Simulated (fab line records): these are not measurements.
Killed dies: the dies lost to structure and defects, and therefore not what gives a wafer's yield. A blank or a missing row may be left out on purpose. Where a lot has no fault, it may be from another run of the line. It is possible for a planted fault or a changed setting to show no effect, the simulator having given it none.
fab line records	flow berkeley-cmos170
[record] lots = 15	wafers = 45	last-day = 13
route steps=331 shown SDANNEAL@205 PSD@206 NSD@207 PLDD@208
lots that met no fault: from a run of the same line without faults
start-h: start of the lot's first displayed wafer, in hours after the record's first day	wait-h: hours since the lot's step before	" repeats the value in the row above	L1.1+2: a single row standing in for several wafers	- either no value or no given start	* or withheld: withheld	< > ~ a bound
route shown NAME@n: NAME is a module with steps in the file, n the number in the route of the first one	usual: the fault-free wafers' mean and standard deviation	same: alike in all rows	chamber/n: place in a boat	sites: each site's reading	_std_site: the values' standard deviation	_edge_site: inner sites' mean taken away from outer sites' mean	radius-mm: how far each site lies from the wafer's centre	mask NAME#n: copy n	behind: the tool/chamber that last shaped the wafer	hold: cause of the lot's hold/its duration in hours/its outcome	device: transistor that didn't switch, given as n, p or np	end of line: tests of these same wafers at the route's end	a step given without rows: its recipe and nothing more	killed: not the wafer's yield, but the dies lost to structure and defects at the first sort	map: the dies of a wafer, with x for killed, . for not killed, _ for no die there
set.NAME: the setting the step ran with; set.NAME@STEP: the setting that earlier step ran with	model.NAME: the simulator's own value behind a step, which no gauge read
one table for each step of the route and one row for each wafer, over a sample of lots
services: from which hour (start-h, from the record's first day; less than 0 if before it) a tool's chamber was out of use, for how many hours, and why
[[steps]]
[step UCB170_SDANNEAL_RTA_01]
[recipe] temp-c = 1050	time-s = 5	ambient = N2
[usual] lamp-power-pct = 40.06/0.18	wafer_temp_C_max = 1055.4/1.9
lot.wafer	tool	chamber	start-h	wait-h	lamp-power-pct	wafer_temp_C_max
L693.2	rtp-anneal-01	0	154.21	0.1	39.91	1053.0
L693.5	"	0	"	"	39.87	1055.0
L693.6	"	0	"	"	39.90	1053.1
L694.1	rtp-anneal-01	0	182.47	0.1	39.87	1053.6
L694.2	"	0	"	"	39.85	1053.7
L694.3	"	0	"	"	39.83	1054.0
L699.1	rtp-anneal-01	0	201.53	0.1	39.88	1053.8
L699.2	"	0	"	"	39.89	1053.1
L699.4	"	0	"	"	39.90	1053.8
L698.2	rtp-anneal-02	0	202.16	0.1	40.25	1056.4
L698.4	"	0	"	"	40.23	1056.9
L698.6	"	0	"	"	40.24	1054.7
L702.4	rtp-anneal-01	0	225.88	0.1	39.91	1052.8
L702.5	"	0	"	"	39.94	1054.0
L702.6	"	0	"	"	39.91	1053.9
L704.1	rtp-anneal-02	0	226.12	0.1	40.16	1057.5
L704.2	"	0	"	"	40.28	1056.3
L704.6	"	0	"	"	40.25	1057.4
L708.2	rtp-anneal-01	0	245.73	0.1	36.13	1013.2
L708.5	"	0	"	"	36.11	1015.3
L708.6	"	0	"	"	36.15	1013.9
L709.3	rtp-anneal-02	0	246.09	0.1	40.23	1060.1
L709.4	"	0	"	"	40.20	1056.3
L709.6	"	0	"	"	40.28	1057.0
L707.1	rtp-anneal-01	0	246.27	0.1	36.19	1014.9
L707.2	"	0	"	"	36.08	1013.1
L707.6	"	0	"	"	36.16	1013.4
L713.1	rtp-anneal-02	0	272.77	0.1	40.23	1057.4
L713.2	"	0	"	"	40.22	1057.0
L713.5	"	0	"	"	40.20	1057.2
L710.2	rtp-anneal-01	0	273.04	0.1	36.10	1013.5
L710.3	"	0	"	"	36.07	1014.9
L710.5	"	0	"	"	36.10	1013.4
L712.1	rtp-anneal-02	0	273.33	0.1	40.29	1056.5
L712.3	"	0	"	"	40.25	1056.3
L712.4	"	0	"	"	40.22	1057.4
L715.2	rtp-anneal-02	0	273.69	0.1	40.25	1057.3
L715.3	"	0	"	"	40.24	1057.6
L715.6	"	0	"	"	40.23	1059.1
L714.1	rtp-anneal-02	0	273.80	0.1	40.21	1056.9
L714.3	"	0	"	"	40.18	1055.3
L714.5	"	0	"	"	40.27	1057.3
L716.2	rtp-anneal-02	0	275.75	0.1	40.21	1058.7
L716.4	"	0	"	"	40.20	1056.8
L716.6	"	0	"	"	40.21	1058.3
[step UCB170_SDANNEAL_RS_MEAS_02]
[recipe] thk-meas-gauge = four-point-probe
[usual] PSD_RS = 75.54/0.27
lot.wafer	tool	chamber	start-h	wait-h	PSD_RS[ohm/sq]
L693.2	film-metro-04	-	154.28	0.1	75.30
L693.5	"	-	"	"	75.44
L693.6	"	-	"	"	75.58
L694.1	film-metro-02	-	182.53	0.0	75.17
L694.2	"	-	"	"	75.15
L694.3	"	-	"	"	74.94
L699.1	film-metro-03	-	201.59	0.0	75.73
L699.2	"	-	"	"	75.81
L699.4	"	-	"	"	76.03
L698.2	film-metro-02	-	202.23	0.1	75.39
L698.4	"	-	"	"	75.49
L698.6	"	-	"	"	75.81
L702.4	film-metro-03	-	225.97	0.1	75.79
L702.5	"	-	"	"	76.00
L702.6	"	-	"	"	75.52
L704.1	film-metro-04	-	226.24	0.1	76.13
L704.2	"	-	"	"	75.62
L704.6	"	-	"	"	75.85
L708.2	film-metro-02	-	245.80	0.1	96.51
L708.5	"	-	"	"	96.76
L708.6	"	-	"	"	96.92
L709.3	film-metro-04	-	246.17	0.1	75.20
L709.4	"	-	"	"	75.19
L709.6	"	-	"	"	75.33
L707.1	film-metro-02	-	246.33	0.0	97.09
L707.2	"	-	"	"	97.40
L707.6	"	-	"	"	97.40
L713.1	film-metro-04	-	272.83	0.0	76.07
L713.2	"	-	"	"	75.98
L713.5	"	-	"	"	75.89
L710.2	film-metro-03	-	273.11	0.1	97.56
L710.3	"	-	"	"	97.78
L710.5	"	-	"	"	97.64
L712.1	film-metro-02	-	273.39	0.0	75.65
L712.3	"	-	"	"	75.46
L712.4	"	-	"	"	75.47
L715.2	film-metro-03	-	273.76	0.1	75.73
L715.3	"	-	"	"	75.30
L715.6	"	-	"	"	75.45
L714.1	film-metro-02	-	273.87	0.1	75.48
L714.3	"	-	"	"	75.36
L714.5	"	-	"	"	75.09
L716.2	film-metro-04	-	275.82	0.1	75.19
L716.4	"	-	"	"	75.27
L716.6	"	-	"	"	75.63
[step UCB170_SDANNEAL_RS_MEAS_03]
[recipe] thk-meas-gauge = four-point-probe
[usual] NSD_RS = 37.25/0.085
lot.wafer	tool	chamber	start-h	wait-h	NSD_RS[ohm/sq]
L693.2	film-metro-04	-	154.40	0.1	37.22
L693.5	"	-	"	"	37.09
L693.6	"	-	"	"	37.14
L694.1	film-metro-02	-	182.65	0.1	37.27
L694.2	"	-	"	"	37.19
L694.3	"	-	"	"	37.19
L699.1	film-metro-03	-	201.71	0.1	37.24
L699.2	"	-	"	"	37.23
L699.4	"	-	"	"	37.24
L698.2	film-metro-02	-	202.35	0.1	37.12
L698.4	"	-	"	"	37.12
L698.6	"	-	"	"	37.12
L702.4	film-metro-03	-	226.09	0.1	37.31
L702.5	"	-	"	"	37.26
L702.6	"	-	"	"	37.21
L704.1	film-metro-04	-	226.36	0.1	37.36
L704.2	"	-	"	"	37.22
L704.6	"	-	"	"	37.36
L708.2	film-metro-02	-	245.92	0.1	39.76
L708.5	"	-	"	"	39.86
L708.6	"	-	"	"	39.76
L709.3	film-metro-04	-	246.29	0.1	37.29
L709.4	"	-	"	"	37.28
L709.6	"	-	"	"	37.27
L707.1	film-metro-02	-	246.45	0.1	39.79
L707.2	"	-	"	"	39.73
L707.6	"	-	"	"	39.65
L713.1	film-metro-04	-	272.95	0.1	37.15
L713.2	"	-	"	"	37.23
L713.5	"	-	"	"	37.24
L710.2	film-metro-03	-	273.23	0.1	39.86
L710.3	"	-	"	"	39.84
L710.5	"	-	"	"	39.87
L712.1	film-metro-02	-	273.51	0.1	37.21
L712.3	"	-	"	"	37.15
L712.4	"	-	"	"	37.23
L715.2	film-metro-03	-	273.88	0.1	37.38
L715.3	"	-	"	"	37.45
L715.6	"	-	"	"	37.40
L714.1	film-metro-02	-	273.99	0.1	37.33
L714.3	"	-	"	"	37.26
L714.5	"	-	"	"	37.23
L716.2	film-metro-04	-	275.94	0.1	37.24
L716.4	"	-	"	"	37.24
L716.6	"	-	"	"	37.27
[step UCB170_SDANNEAL_RS_MEAS_04]
[recipe] thk-meas-gauge = four-point-probe
[usual] PLDD_RS = 1031.4/2.8
lot.wafer	tool	chamber	start-h	wait-h	PLDD_RS[ohm/sq]
L693.2	film-metro-04	-	154.52	0.1	1032.4
L693.5	"	-	"	"	1035.7
L693.6	"	-	"	"	1033.0
L694.1	film-metro-02	-	182.77	0.1	1028.5
L694.2	"	-	"	"	1025.6
L694.3	"	-	"	"	1027.3
L699.1	film-metro-03	-	201.83	0.1	1030.6
L699.2	"	-	"	"	1029.1
L699.4	"	-	"	"	1032.2
L698.2	film-metro-02	-	202.47	0.1	1028.9
L698.4	"	-	"	"	1031.2
L698.6	"	-	"	"	1035.9
L702.4	film-metro-03	-	226.21	0.1	1031.5
L702.5	"	-	"	"	1031.5
L702.6	"	-	"	"	1031.2
L704.1	film-metro-04	-	226.48	0.1	1033.2
L704.2	"	-	"	"	1032.7
L704.6	"	-	"	"	1031.5
L708.2	film-metro-02	-	246.04	0.1	1047.1
L708.5	"	-	"	"	1046.4
L708.6	"	-	"	"	1047.4
L709.3	film-metro-04	-	246.41	0.1	1033.9
L709.4	"	-	"	"	1035.0
L709.6	"	-	"	"	1032.3
L707.1	film-metro-02	-	246.57	0.1	1045.7
L707.2	"	-	"	"	1046.2
L707.6	"	-	"	"	1041.4
L713.1	film-metro-04	-	273.07	0.1	1031.9
L713.2	"	-	"	"	1034.7
L713.5	"	-	"	"	1033.6
L710.2	film-metro-03	-	273.35	0.1	1048.4
L710.3	"	-	"	"	1048.9
L710.5	"	-	"	"	1050.4
L712.1	film-metro-02	-	273.63	0.1	1029.4
L712.3	"	-	"	"	1032.5
L712.4	"	-	"	"	1032.9
L715.2	film-metro-03	-	274.00	0.1	1033.6
L715.3	"	-	"	"	1031.9
L715.6	"	-	"	"	1030.9
L714.1	film-metro-02	-	274.11	0.1	1030.1
L714.3	"	-	"	"	1031.9
L714.5	"	-	"	"	1027.7
L716.2	film-metro-04	-	276.06	0.1	1028.3
L716.4	"	-	"	"	1032.7
L716.6	"	-	"	"	1030.4
[[services]]
tool	chamber	start-h	hours	kind
rtp-anneal-02	-	146.04	4.5	pm
[[key]]
[first-sign] step = UCB170_SDANNEAL_RTA_01	reading = wafer_temp_C_max	direction = down	sigmas = 22	usual = *	struck = *
[effect] step = UCB170_SDANNEAL_RTA_01	reading = lamp-power-pct	direction = down	sigmas = 22	usual = 40.06	struck = 36.12
[effect] step = UCB170_SDANNEAL_RS_MEAS_02	reading = PSD_RS	direction = up	sigmas = 81	usual = 75.54	struck = 97.23
[effect] step = UCB170_SDANNEAL_RS_MEAS_03	reading = NSD_RS	direction = up	sigmas = 30	usual = 37.25	struck = 39.79
[effect] step = UCB170_SDANNEAL_RS_MEAS_04	reading = PLDD_RS	direction = up	sigmas = 5.5	usual = 1031.4	struck = 1046.9
met-at UCB170_SDANNEAL_RTA_01
struck-lots L707,L708,L710
tester-left-out L707,L708,L710
onset-between 225.88 245.73
[fault] kind = process-parameter-drift	tool = rtp-anneal-01	chamber = -	onset-h = 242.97	steps = UCB170_SDANNEAL_RTA_01	channel = temp-c	offset = *	shape = step	end-h = 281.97	acts-in = *	stated = *
// tester-left-out: of these lots the tester's yield and bins aren't shown, on N5 and GAA mostly nor the transistor test; their killed dies are dies lost to structure and defects alone, not to doping, threshold or leakage, so they don't give the yield
